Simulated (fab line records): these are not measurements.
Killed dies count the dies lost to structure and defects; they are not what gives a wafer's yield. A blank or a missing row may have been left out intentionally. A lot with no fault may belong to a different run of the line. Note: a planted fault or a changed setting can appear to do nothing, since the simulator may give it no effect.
Struck lot and sound lot, side by side    flow berkeley-cmos170    32 steps out of a route of 331
Sound: wafers L605.3, L605.5, L605.6. Struck: wafers L612.1, L612.5, L612.6. The cause is given at the end.
At each step with rows: each side's tool, then ch and its chambers, then its first start. Under that, the readings that differ: sound wafers    struck wafers    difference of the means    sigmas: that difference in standard deviations of wafers without a fault.
alike: readings with means less than 2 such deviations apart, plus words and numbers identical on both sides. not compared: withheld readings, readings lacking a value on some wafer, bounds such as >300 that could conceal the same value, and numbers that have no deviation in the record and whose values overlap.
Wherever a step has rows on one side only, a row that says differs or no value, or a row with sigmas, the two part there. When numbers do not overlap yet have no deviation, they are printed without sigmas and do not part them. Lack of a reading on every wafer of one side parts them only where that side has two or more wafers.

UCB170_SDANNEAL_RTA_01: time 5 s.
  sound on rtp-anneal-02 ch 0, day 9 15:54; struck on rtp-anneal-02 ch 0, day 11 13:23
  alike: lamp-power-pct, wafer_temp_C_max
UCB170_SDANNEAL_RS_MEAS_02: a four-point-probe measurement.
  sound on film-metro-01, day 9 15:59; struck on film-metro-03, day 11 13:27
  alike: PSD_RS
UCB170_SDANNEAL_RS_MEAS_03: a four-point-probe measurement.
  sound on film-metro-01, day 9 16:06; struck on film-metro-03, day 11 13:34
  alike: NSD_RS
UCB170_SDANNEAL_RS_MEAS_04: a four-point-probe measurement.
  sound on film-metro-01, day 9 16:13; struck on film-metro-03, day 11 13:41
  alike: PLDD_RS
UCB170_SDANNEAL_RS_MEAS_05: a four-point-probe measurement.
  sound on film-metro-01, day 9 16:20; struck on film-metro-03, day 11 13:49
  alike: NLDD_RS
then, 1 step without rows for these wafers: UCB170_SILICIDE_PRE_CLEAN_00 (preclean etch time 60 s).
UCB170_SILICIDE_SPUTTER_01: material Ti, target thk 30 nm, time 25 s.
  sound on pvd-sputter-04, day 9 16:29; struck on pvd-sputter-02, day 11 13:59
  alike: throttle-valve-pct
UCB170_SILICIDE_RS_MEAS_02: a four-point-probe measurement.
  sound on film-metro-01, day 9 16:34; struck on film-metro-02, day 11 14:01
  alike: SILICIDE_TI_RS
UCB170_SILICIDE_THK_MEAS_03: measures by xrf.
  sound on film-metro-01, day 9 16:40; struck on film-metro-02, day 11 14:08
  alike: SILICIDE_TI_THK
UCB170_SILICIDE_RTA_04: time 15 s.
  sound on rtp-anneal-02 ch 0, day 9 16:44; struck on rtp-anneal-02 ch 0, day 11 14:12
  alike: lamp-power-pct, wafer_temp_C_max
then, 2 steps without rows for these wafers: UCB170_SILICIDE_WET_ETCH_05 (etches Ti in SPM, time 45 s); UCB170_CONTACT_CLEAN_00 (cleans in SPM, time 600 s).
UCB170_CONTACT_CVD_01: deposits PSG from SiH4/O2/PH3, target thk 700 nm, time 2820 s.
  sound on lpcvd-02 ch 0, day 9 16:58; struck on lpcvd-01 ch 1, day 11 14:29
UCB170_CONTACT_THK_MEAS_02:
  sound on film-metro-04, day 9 18:47; struck on film-metro-03, day 11 16:16
reading               sound        struck       difference  sigmas
CONTACT_PSG_THK (nm)  702 705 703  614 616 606  -91         -15
then, 3 steps without rows for these wafers: UCB170_CONTACT_HMDS_03 (prime time 60 s); UCB170_CONTACT_COAT_04 (resist thk 900 nm); UCB170_CONTACT_SOFTBAKE_05 (time 60 s).
UCB170_CONTACT_STRIP_06: strips in O2.
  sound on plasma-asher-02 ch 0,1, day 9 19:23; struck on plasma-asher-04 ch 0,1, day 11 16:46
reading                      sound        struck       difference  sigmas
drypump-motor-current-A (A)  5.2 5.5 5.2  5.9 6.3 5.9  +0.7        +2
  alike: oes-product-au, strip-time-to-endpoint-s
  not compared: rf-hours-counter-h
then, 1 step without rows for these wafers: UCB170_CONTACT_CLEAN_07 (cleans in SPM, time 600 s).
UCB170_CONTACT_RTA_08: time 10 s.
  sound on rtp-anneal-02 ch 0, day 9 19:41; struck on rtp-anneal-02 ch 0, day 11 17:02
  alike: lamp-power-pct, wafer_temp_C_max
then, 6 steps without rows for these wafers: UCB170_CONTACT_COAT_09; UCB170_CONTACT_COAT_10 (resist thk 900 nm); UCB170_CONTACT_SOFTBAKE_11 (time 60 s); UCB170_CONTACT_EXPOSE_12 (exposes mask CONT, target cd 700 nm); UCB170_CONTACT_PEB_13; UCB170_CONTACT_DEVELOP_14 (develop time 45 s).
UCB170_CONTACT_CD_MEAS_15: the cd target is 700 nm.
  sound on cd-sem-01, day 9 20:55; struck on cd-sem-02, day 11 18:10
reading     sound              struck             difference  sigmas
cd-nm (nm)  703.2 703.7 703.7  697.2 696.6 698.6  -6.1        -4
UCB170_CONTACT_OVL_MEAS_16:
  sound on overlay-02, day 9 21:00; struck on overlay-01, day 11 18:17
  alike: CONTACT_OVL
then, 1 step without rows for these wafers: UCB170_CONTACT_ETCH_17 (etches BARC in N2/H2).
UCB170_CONTACT_ETCH_18: etches PSG in CHF3/CF4/Ar, stops on TiSi2, target depth 840 nm, time 195 s.
  sound on rie-diel-01 ch 0,1; struck on rie-diel-03 ch 1,2
reading                sound              struck             difference  sigmas
oes-product-au (a.u.)  0.883 0.898 0.885  0.827 0.821 0.818  -0.067      -5
  alike: drypump-motor-current-A, throttle-valve-pct
  not compared: rf-hours-counter-h
then, 2 steps without rows for these wafers: UCB170_CONTACT_STRIP_19 (strips in O2); UCB170_M3_PROBE_99.

## WHERE THEY PART
Last at UCB170_CONTACT_ETCH_18 as far as this record goes, first at UCB170_CONTACT_THK_MEAS_02.

WHY: the cause the simulator had injected
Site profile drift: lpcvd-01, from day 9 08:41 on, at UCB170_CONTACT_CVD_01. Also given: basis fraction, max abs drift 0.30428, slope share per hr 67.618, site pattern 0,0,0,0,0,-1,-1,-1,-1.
